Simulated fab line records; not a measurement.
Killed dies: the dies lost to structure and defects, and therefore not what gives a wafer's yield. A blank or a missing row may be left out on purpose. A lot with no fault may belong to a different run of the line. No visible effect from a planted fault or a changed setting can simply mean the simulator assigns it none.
The tool behind it: which one? / flow rit-cmos / 15 lots with 45 wafers sampled at 6 steps, on a route of 202 steps

## WHAT THE GAUGES SHOWED, per wafer
RIT_FOX1_THK_MEAS_01. Usual: FOX1_OXIDE_THK gives 347 nm (standard deviation 7.7).
lot=L264; measured=day 2 01:50; on=film-metro-01; FOX1_OXIDE_THK (nm)=328 341 334; flag=
lot=L265; measured=day 2 06:05; on=film-metro-04; FOX1_OXIDE_THK (nm)=348 355 352; flag=
lot=L266; measured=day 2 09:57; on=film-metro-04; FOX1_OXIDE_THK (nm)=351 354 357; flag=
lot=L267; measured=day 2 17:33; on=film-metro-04; FOX1_OXIDE_THK (nm)=350 351 356; flag=
lot=L268; measured=day 2 23:23; on=film-metro-04; FOX1_OXIDE_THK (nm)=343 339 343; flag=
lot=L269; measured=day 3 02:08; on=film-metro-04; FOX1_OXIDE_THK (nm)=344 341 340; flag=
lot=L271; measured=day 3 10:43; on=film-metro-04; FOX1_OXIDE_THK (nm)=347 354 354; flag=
lot=L272; measured=day 3 18:01; on=film-metro-01; FOX1_OXIDE_THK (nm)=346 345 352; flag=
lot=L274; measured=day 4 02:49; on=film-metro-04; FOX1_OXIDE_THK (nm)=343 348 346; flag=
lot=L279; measured=day 5 04:24; on=film-metro-04; FOX1_OXIDE_THK (nm)=338 343 344; flag=
lot=L281; measured=day 5 12:22; on=film-metro-01; FOX1_OXIDE_THK (nm)=352 350 353; flag=
lot=L282; measured=day 5 17:33; on=film-metro-04; FOX1_OXIDE_THK (nm)=348 345 351; flag=
lot=L283; measured=day 5 23:28; on=film-metro-01; FOX1_OXIDE_THK (nm)=347 348 348; flag=
lot=L285; measured=day 6 09:25; on=film-metro-04; FOX1_OXIDE_THK (nm)=354 349 351; flag=
lot=L286; measured=day 6 14:23; on=film-metro-04; FOX1_OXIDE_THK (nm)=340 338 332; flag=

RIT_NLDD_TW_MEAS_10. Usual: NLDD_TW gives 2505 (standard deviation 11).
lot=L264; measured=day 3 09:25; on=film-metro-01; NLDD_TW=2508 2491 2491; flag=
lot=L265; measured=day 3 14:48; on=film-metro-01; NLDD_TW=2493 2493 2499; flag=
lot=L266; measured=day 3 20:25; on=film-metro-02; NLDD_TW=2493 2507 2493; flag=
lot=L267; measured=day 4 03:07; on=film-metro-01; NLDD_TW=2526 2516 2524; flag=
lot=L268; measured=day 4 05:44; on=film-metro-01; NLDD_TW=2514 2514 2511; flag=
lot=L269; measured=day 4 09:30; on=film-metro-01; NLDD_TW=2690 2707 2717; flag=OFF
lot=L271; measured=day 4 17:25; on=film-metro-02; NLDD_TW=2705 2696 2681; flag=OFF
lot=L272; measured=day 4 22:34; on=film-metro-01; NLDD_TW=2517 2528 2528; flag=
lot=L274; measured=day 5 07:19; on=film-metro-01; NLDD_TW=2705 2691 2703; flag=OFF
lot=L279; measured=day 6 07:55; on=film-metro-02; NLDD_TW=2496 2497 2500; flag=
lot=L281; measured=day 6 16:31; on=film-metro-01; NLDD_TW=2502 2507 2489; flag=
lot=L282; measured=day 6 18:37; on=film-metro-01; NLDD_TW=2501 2500 2505; flag=
lot=L283; measured=day 7 02:13; on=film-metro-02; NLDD_TW=2495 2499 2480; flag=
lot=L285; measured=day 7 16:24; on=film-metro-02; NLDD_TW=2489 2492 2499; flag=
lot=L286; measured=day 7 23:28; on=film-metro-01; NLDD_TW=2506 2512 2515; flag=

RIT_NSD_OVL_MEAS_06. Usual: NSD_OVL gives -0.7 nm (standard deviation 1.6).
lot=L264; measured=day 3 14:23; on=overlay-01; NSD_OVL (nm)=-0.8 -3.4 -2.4; flag=
lot=L265; measured=day 3 19:37; on=overlay-02; NSD_OVL (nm)=-0.3 -0.1 0.4; flag=
lot=L266; measured=day 4 01:31; on=overlay-02; NSD_OVL (nm)=0.4 0.0 1.9; flag=
lot=L267; measured=day 4 08:04; on=overlay-01; NSD_OVL (nm)=-0.9 -4.2 -2.8; flag=
lot=L268; measured=day 4 10:49; on=overlay-01; NSD_OVL (nm)=-2.4 -0.8 -1.3; flag=
lot=L269; measured=day 4 14:28; on=overlay-02; NSD_OVL (nm)=-2.3 -1.3 -2.9; flag=
lot=L271; measured=day 4 23:16; on=overlay-02; NSD_OVL (nm)=0.0 -0.8 -1.1; flag=
lot=L272; measured=day 5 03:46; on=overlay-01; NSD_OVL (nm)=1.6 0.4 1.5; flag=
lot=L274; measured=day 5 12:31; on=overlay-02; NSD_OVL (nm)=-0.8 -2.0 -0.7; flag=
lot=L279; measured=day 6 13:24; on=overlay-02; NSD_OVL (nm)=0.7 0.5 -0.9; flag=
lot=L281; measured=day 6 23:15; on=overlay-02; NSD_OVL (nm)=0.6 1.8 2.0; flag=
lot=L282; measured=day 7 00:36; on=overlay-02; NSD_OVL (nm)=-0.5 0.0 0.4; flag=
lot=L283; measured=day 7 07:24; on=overlay-02; NSD_OVL (nm)=2.2 1.1 1.7; flag=
lot=L285; measured=day 7 21:13; on=overlay-01; NSD_OVL (nm)=-3.6 -3.6 -5.3; flag=
lot=L286; measured=day 8 04:21; on=overlay-02; NSD_OVL (nm)=-1.9 -1.8 -1.5; flag=

RIT_SDANNEAL_RS_MEAS_07: the measuring method here is four-point-probe. Usual: NLDD_RS gives 151.6 ohm/sq (standard deviation 0.57).
lot=L264; measured=day 3 17:28; on=film-metro-01; NLDD_RS (ohm/sq)=151.8 152.2 152.1; flag=
lot=L265; measured=day 3 22:33; on=film-metro-01; NLDD_RS (ohm/sq)=152.2 151.6 151.3; flag=
lot=L266; measured=day 4 04:38; on=film-metro-02; NLDD_RS (ohm/sq)=151.9 152.5 151.6; flag=
lot=L267; measured=day 4 11:20; on=film-metro-01; NLDD_RS (ohm/sq)=151.4 150.7 151.8; flag=
lot=L268; measured=day 4 13:45; on=film-metro-02; NLDD_RS (ohm/sq)=152.1 152.3 152.5; flag=
lot=L269; measured=day 4 17:49; on=film-metro-01; NLDD_RS (ohm/sq)=146.8 146.2 146.4; flag=OFF
lot=L271; measured=day 5 02:05; on=film-metro-01; NLDD_RS (ohm/sq)=148.1 147.7 148.5; flag=OFF
lot=L272; measured=day 5 06:33; on=film-metro-01; NLDD_RS (ohm/sq)=150.6 151.7 151.1; flag=
lot=L274; measured=day 5 15:25; on=film-metro-01; NLDD_RS (ohm/sq)=146.0 146.3 146.0; flag=OFF
lot=L279; measured=day 6 16:23; on=film-metro-02; NLDD_RS (ohm/sq)=152.0 152.0 151.5; flag=
lot=L281; measured=day 7 02:02; on=film-metro-01; NLDD_RS (ohm/sq)=151.9 151.5 152.2; flag=
lot=L282; measured=day 7 03:31; on=film-metro-01; NLDD_RS (ohm/sq)=152.0 151.5 152.0; flag=
lot=L283; measured=day 7 10:22; on=film-metro-02; NLDD_RS (ohm/sq)=151.5 151.8 151.9; flag=
lot=L285; measured=day 8 00:11; on=film-metro-02; NLDD_RS (ohm/sq)=151.7 152.1 151.3; flag=
lot=L286; measured=day 8 07:19; on=film-metro-01; NLDD_RS (ohm/sq)=151.2 150.8 151.0; flag=

## EACH LOT AND THE TOOL THAT RAN IT (in order: tool; ch and the chambers of the sampled wafers; start)
lot=L264; RIT_PWELL_STRIP_09=plasma-asher-02 ch 0,1, day 2 08:41; RIT_NLDD_IMPLANT_08=implanter-02 ch 0, day 3 09:05
lot=L265; RIT_PWELL_STRIP_09=plasma-asher-04 ch 0,1, day 2 12:37; RIT_NLDD_IMPLANT_08=implanter-02 ch 0, day 3 14:28
lot=L266; RIT_PWELL_STRIP_09=plasma-asher-02 ch 0,1, day 2 16:45; RIT_NLDD_IMPLANT_08=implanter-04 ch 0, day 3 20:07
lot=L267; RIT_PWELL_STRIP_09=plasma-asher-01 ch 0,1, day 3 02:01; RIT_NLDD_IMPLANT_08=implanter-04 ch 0, day 4 02:47
lot=L268; RIT_PWELL_STRIP_09=plasma-asher-01 ch 0,1, day 3 05:02; RIT_NLDD_IMPLANT_08=implanter-04 ch 0, day 4 05:27
lot=L269; RIT_PWELL_STRIP_09=plasma-asher-02 ch 0,1, day 3 09:13; RIT_NLDD_IMPLANT_08=implanter-04 ch 0, day 4 09:10
lot=L271; RIT_PWELL_STRIP_09=plasma-asher-01 ch 0,1, day 3 18:33; RIT_NLDD_IMPLANT_08=implanter-04 ch 0, day 4 17:07
lot=L272; RIT_PWELL_STRIP_09=plasma-asher-01 ch 0,1, day 4 00:35; RIT_NLDD_IMPLANT_08=implanter-01 ch 0, day 4 22:14
lot=L274; RIT_PWELL_STRIP_09=plasma-asher-02 ch 1, day 4 09:57; RIT_NLDD_IMPLANT_08=implanter-04 ch 0, day 5 06:59
lot=L279; RIT_PWELL_STRIP_09=plasma-asher-02 ch 0,1, day 5 09:58; RIT_NLDD_IMPLANT_08=implanter-02 ch 0, day 6 07:35
lot=L281; RIT_PWELL_STRIP_09=plasma-asher-01 ch 0,1, day 5 19:24; RIT_NLDD_IMPLANT_08=implanter-01 ch 0, day 6 16:11
lot=L282; RIT_PWELL_STRIP_09=plasma-asher-01 ch 0,1, day 5 23:02; RIT_NLDD_IMPLANT_08=implanter-02 ch 0, day 6 18:18
lot=L283; RIT_PWELL_STRIP_09=plasma-asher-01 ch 0,1, day 6 06:01; RIT_NLDD_IMPLANT_08=implanter-02 ch 0, day 7 01:56
lot=L285; RIT_PWELL_STRIP_09=plasma-asher-04 ch 0,1, day 6 15:23; RIT_NLDD_IMPLANT_08=implanter-01 ch 0, day 7 16:06
lot=L286; RIT_PWELL_STRIP_09=plasma-asher-02 ch 0,1, day 6 20:18; RIT_NLDD_IMPLANT_08=implanter-04 ch 0, day 7 23:09
- RIT_PWELL_STRIP_09: strips in O2, time 180 s.
- RIT_NLDD_IMPLANT_08

## AS READ BY THE TOOLS THEMSELVES (means over the sampled wafers that have a number; for cases with no such wafer, the mark the record gives instead)
RIT_PWELL_STRIP_09. Usual: drypump-motor-current-A reads 5.9 A (standard deviation 0.33).
lot=L264; tool=plasma-asher-02; drypump-motor-current-A (A)=6.1; flag=
lot=L265; tool=plasma-asher-04; drypump-motor-current-A (A)=5.6; flag=
lot=L266; tool=plasma-asher-02; drypump-motor-current-A (A)=5.9; flag=
lot=L267; tool=plasma-asher-01; drypump-motor-current-A (A)=6.0; flag=
lot=L268; tool=plasma-asher-01; drypump-motor-current-A (A)=6.0; flag=
lot=L269; tool=plasma-asher-02; drypump-motor-current-A (A)=6.1; flag=
lot=L271; tool=plasma-asher-01; drypump-motor-current-A (A)=5.8; flag=
lot=L272; tool=plasma-asher-01; drypump-motor-current-A (A)=5.8; flag=
lot=L274; tool=plasma-asher-02; drypump-motor-current-A (A)=5.7; flag=
lot=L279; tool=plasma-asher-02; drypump-motor-current-A (A)=6.1; flag=
lot=L281; tool=plasma-asher-01; drypump-motor-current-A (A)=6.0; flag=
lot=L282; tool=plasma-asher-01; drypump-motor-current-A (A)=6.0; flag=
lot=L283; tool=plasma-asher-01; drypump-motor-current-A (A)=6.0; flag=
lot=L285; tool=plasma-asher-04; drypump-motor-current-A (A)=5.6; flag=
lot=L286; tool=plasma-asher-02; drypump-motor-current-A (A)=6.1; flag=

RIT_NLDD_IMPLANT_08. Usual: beam-energy-keV reads 20.001 (standard deviation 0.0062).
lot=L264 tool=implanter-02 beam-energy-keV=19.996 flag=
lot=L265 tool=implanter-02 beam-energy-keV=20.003 flag=
lot=L266 tool=implanter-04 beam-energy-keV=20.010 flag=
lot=L267 tool=implanter-04 beam-energy-keV=19.999 flag=
lot=L268 tool=implanter-04 beam-energy-keV=20.005 flag=
lot=L269 tool=implanter-04 beam-energy-keV=25.999 flag=OFF
lot=L271 tool=implanter-04 beam-energy-keV=26.003 flag=OFF
lot=L272 tool=implanter-01 beam-energy-keV=19.997 flag=
lot=L274 tool=implanter-04 beam-energy-keV=26.005 flag=OFF
lot=L279 tool=implanter-02 beam-energy-keV=19.993 flag=
lot=L281 tool=implanter-01 beam-energy-keV=20.007 flag=
lot=L282 tool=implanter-02 beam-energy-keV=20.007 flag=
lot=L283 tool=implanter-02 beam-energy-keV=19.997 flag=
lot=L285 tool=implanter-01 beam-energy-keV=19.998 flag=
lot=L286 tool=implanter-04 beam-energy-keV=20.006 flag=

## THE ANSWER, worked out from the rows above alone
Rule: a lot counts as off when the mean over its wafers that have a number is more than 3 standard deviations away from the usual mean. A lot without any number at a reading at which 4 lots or more have one is off too. All remaining lots with rows at the step are treated as sound. First the gauges in route order, then the tools' own readings, where a lot's mean is used as printed above. At the first step where some lot is off, the reading lying furthest off is the one used; lots without a number count as furthest.
Off: L269, L271, L274, seen at RIT_NLDD_TW_MEAS_10 (NLDD_TW).
If a tool, at a process step before that reading, ran all the lots that are off and no sound lot after the first of them, it fits. The gauges at RIT_NLDD_TW_MEAS_10 aren't tried: what is off there is off at RIT_NLDD_IMPLANT_08 too, on other tools, and a gauge's error can't cause that. None of those tried fits.

## WHAT THE SIMULATOR HAD INSERTED
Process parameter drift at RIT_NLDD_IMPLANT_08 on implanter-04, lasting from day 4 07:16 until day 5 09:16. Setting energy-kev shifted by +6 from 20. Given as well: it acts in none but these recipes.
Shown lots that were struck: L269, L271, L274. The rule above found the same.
